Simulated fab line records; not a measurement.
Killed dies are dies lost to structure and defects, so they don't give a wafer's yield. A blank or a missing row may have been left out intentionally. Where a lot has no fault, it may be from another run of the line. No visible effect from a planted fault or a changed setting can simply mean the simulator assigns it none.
2 desks looking at one fault :: flow ritCmos :: each desk has only its own numbers; what lay behind them comes last

AT THE TOOL OWNER'S DESK: lithoTrack-04
The tool's own readings at RIT_PLDD_DEVELOP_05 (develop time 50 s): means of the sampled wafers that have a number, for each lot that ran on this tool. Marked OUT: a lot whose mean sits more than 4 standard deviations from the usual mean, which makes it out of limits; the brackets give that distance.
Columns: A = exhaustPa at RIT_PLDD_DEVELOP_05, usual 45.0 Pa; B = resistLineTempC at RIT_PLDD_DEVELOP_05, usual 23.02 C
lot: L238
first seen here: day 3 04:00
A: 45.6
B: 22.94

lot: L239
first seen here: day 3 09:00
A: 45.7
B: 23.13

lot: L244
first seen here: day 4 10:00
A: 44.7
B: 23.05

lot: L245
first seen here: day 4 16:00
A: 44.7
B: 23.05
This desk found nothing out of limits on any of the 4 lots.

THE METROLOGY DESK
Lot by lot, what the gauges showed, no matter which tool ran the lot: averages of those sampled wafers that carry a number. Marked OUT: a lot whose mean sits more than 4 standard deviations from the usual mean, which makes it out of limits; the brackets give that distance.
Columns: A = PLDD_TW at RIT_PLDD_TW_MEAS_10, usual 2325
lot: L236
first seen here: day 2 19:38
A: 2287

lot: L238
first seen here: day 3 05:36
A: 2352

lot: L239
first seen here: day 3 10:05
A: 2315

lot: L240
first seen here: day 3 15:54
A: 2325

lot: L244
first seen here: day 4 10:43
A: 30 (-99 or more) OUT

lot: L245
first seen here: day 4 16:52
A: 30 (-99 or more) OUT

lot: L246
first seen here: day 4 21:17
A: 2309

lot: L247
first seen here: day 5 03:17
A: 2348

lot: L248
first seen here: day 5 08:32
A: 2309

lot: L250
first seen here: day 5 18:04
A: 2351

lot: L253
first seen here: day 6 09:16
A: 2291

lot: L254
first seen here: day 6 14:43
A: 2329

lot: L255
first seen here: day 6 18:42
A: 2302

lot: L257
first seen here: day 7 03:57
A: 2337
Finding of this desk: L244, L245 out of limits, first seen on L244 at day 4 10:43 (PLDD_TW at RIT_PLDD_TW_MEAS_10). L236, L238, L239, L240, L246, L247, L248, L250, L253, L254, L255, L257 stayed within limits.

BROUGHT TOGETHER
Metrology desk: alarm possible at day 4 10:43 on L244, L245.
The tool owner's desk saw nothing out of limits.
On record at the tool owner's desk: L244, L245, within its limits.
RIT_PLDD_DEVELOP_05 was run on lithoTrack-04 by each of the lots named.

WHAT THE SIMULATOR PUT IN
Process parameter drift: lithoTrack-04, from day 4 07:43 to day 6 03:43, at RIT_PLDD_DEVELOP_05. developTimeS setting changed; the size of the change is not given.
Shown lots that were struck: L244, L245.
Per desk, hours elapsed from the start of the fault to the first reading out of limits: for the metrology desk, 3.
